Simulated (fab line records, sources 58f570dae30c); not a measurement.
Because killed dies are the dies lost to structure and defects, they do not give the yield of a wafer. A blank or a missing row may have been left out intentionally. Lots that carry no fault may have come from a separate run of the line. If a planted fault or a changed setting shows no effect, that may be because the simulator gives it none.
Which tool is to blame? -- flow berkeleyCmos170 -- Sampling: 14 lots, 42 wafers, 4 of 331 route steps

== WHAT EACH GAUGE READ, for each wafer ==
UCB170_V2_CD_MEAS_12: the cd target is 700 nm. Usual: 700.2 nm for cdNm, sd 1.3.
lot,measured,on,cdNm (nm),flag
L426,day 7 09:56,cdSem-02,701.1 700.1 700.0,
L427,day 7 20:02,cdSem-01,699.1 701.0 700.8,
L429,day 8 06:25,cdSem-02,698.6 699.4 698.7,
L433,day 8 19:26,cdSem-01,697.1 696.4 697.8,
L432,day 8 19:48,cdSem-02,699.9 699.0 700.6,
L434,day 9 00:34,cdSem-02,697.9 699.5 698.3,
L436,day 9 04:14,cdSem-01,700.8 701.7 702.0,
L435,day 9 04:35,cdSem-02,700.7 702.8 703.0,
L438,day 9 18:17,cdSem-02,698.5 698.8 698.6,
L442,day 11 07:49,cdSem-01,701.1 701.6 700.7,
L444,day 11 08:02,cdSem-02,699.3 700.3 700.4,
L448,day 11 20:20,cdSem-02,700.1 700.4 701.1,
L449,day 11 20:40,cdSem-01,699.9 698.4 700.0,
L446,day 11 20:50,cdSem-01,697.1 700.2 699.7,

UCB170_M3_OVL_MEAS_16. Usual: for M3_OVL the level is 2 nm and the standard deviation is 5.
lot,measured,on,M3_OVL (nm),flag
L426,day 7 13:16,overlay-02,1 5 5,
L427,day 7 23:47,overlay-02,3 4 5,
L429,day 8 10:07,overlay-01,4 7 11,
L433,day 8 22:21,overlay-02,5 6 1,
L432,day 8 23:04,overlay-01,-6 1 -9,
L434,day 9 03:49,overlay-02,8 9 9,
L436,day 9 06:56,overlay-01,0 1 4,
L435,day 9 07:17,overlay-02,3 5 8,
L438,day 9 22:10,overlay-02,2 -3 2,
L442,day 11 10:46,overlay-02,-3 4 -5,
L444,day 11 10:53,overlay-01,-6 -4 -2,
L448,day 11 23:20,overlay-02,11 8 12,
L449,day 11 23:35,overlay-01,-2 -4 2,
L446,day 11 23:56,overlay-02,5 4 3,

UCB170_M3_BOW_MEAS_20. Usual: for M3_BOW the level is 35 um and the standard deviation is 6.9.
lot,measured,on,M3_BOW (um),flag
L426,day 7 13:57,filmMetro-01,40 41 52,
L427,day 8 00:16,filmMetro-01,36 26 34,
L429,day 8 10:49,filmMetro-03,41 40 43,
L433,day 8 22:52,filmMetro-02,37 22 31,
L432,day 8 23:33,filmMetro-01,46 24 34,
L434,day 9 04:18,filmMetro-02,40 31 43,
L436,day 9 07:25,filmMetro-02,29 41 27,
L435,day 9 07:49,filmMetro-01,31 19 26,
L438,day 9 22:40,filmMetro-01,27 43 37,
L442,day 11 11:17,filmMetro-01,24 41 29,
L444,day 11 11:31,filmMetro-02,47 30 31,
L448,day 11 23:50,filmMetro-02,44 24 30,
L449,day 12 00:05,filmMetro-02,39 47 37,
L446,day 12 00:25,filmMetro-01,25 38 33,

== WHAT TOOL EACH LOT RAN ON (gives the tool, then ch and the chambers of the sampled wafers, and finally the start) ==
lot,UCB170_M3_HMDS_04
L426,"lithoTrack-02 ch 0, day 7 11:09"
L427,"lithoTrack-04 ch 0, day 7 21:07"
L429,"lithoTrack-04 ch 0, day 8 07:49"
L433,"lithoTrack-01 ch 0, day 8 20:22"
L432,"lithoTrack-01 ch 0, day 8 20:46"
L434,"lithoTrack-02 ch 0, day 9 01:37"
L436,"lithoTrack-04 ch 0, day 9 05:08"
L435,"lithoTrack-04 ch 0, day 9 05:39"
L438,"lithoTrack-01 ch 0, day 9 19:48"
L442,"lithoTrack-02 ch 0, day 11 08:43"
L444,"lithoTrack-01 ch 0, day 11 09:00"
L448,"lithoTrack-01 ch 0, day 11 21:13"
L449,"lithoTrack-04 ch 0, day 11 21:33"
L446,"lithoTrack-02 ch 0, day 11 21:45"
- UCB170_M3_HMDS_04: prime time 60 s.

== WHAT THE TOOLS THEMSELVES READ (means of the sampled wafers that have a number; where no wafer has one, the mark that the record gives instead) ==
UCB170_M3_HMDS_04. Usual: 100.03 C for primeTempC, sd 0.14.
lot,tool,primeTempC (C),flag
L426,lithoTrack-02,99.92,
L427,lithoTrack-04,100.08,
L429,lithoTrack-04,100.08,
L433,lithoTrack-01,100.14,
L432,lithoTrack-01,100.15,
L434,lithoTrack-02,99.88,
L436,lithoTrack-04,99.01,OFF
L435,lithoTrack-04,99.05,OFF
L438,lithoTrack-01,100.03,
L442,lithoTrack-02,99.91,
L444,lithoTrack-01,100.02,
L448,lithoTrack-01,100.08,
L449,lithoTrack-04,100.09,
L446,lithoTrack-02,100.12,

== THE ANSWER, worked out from the rows above alone ==
Rule: a lot counts as off when the mean over its wafers that have a number is more than 3 standard deviations away from the usual mean. A lot without any number at a reading at which 4 lots or more have one is off too. The other lots that the step has rows for count as sound. Order of review: gauges by route order, followed by the tools' own readings, for which a lot's mean as printed above is used. The first step at which some lot is off is used, and at that step the reading that is off furthest; a lot without a number counts as furthest.
Off at UCB170_M3_HMDS_04 (primeTempC): L436, L435.
If a tool, at that step or one of the process steps before it, ran each lot that is off and ran no sound lot following the first of them, it fits. None of those tried fits.

== WHAT WAS PUT IN BY THE SIMULATOR ==
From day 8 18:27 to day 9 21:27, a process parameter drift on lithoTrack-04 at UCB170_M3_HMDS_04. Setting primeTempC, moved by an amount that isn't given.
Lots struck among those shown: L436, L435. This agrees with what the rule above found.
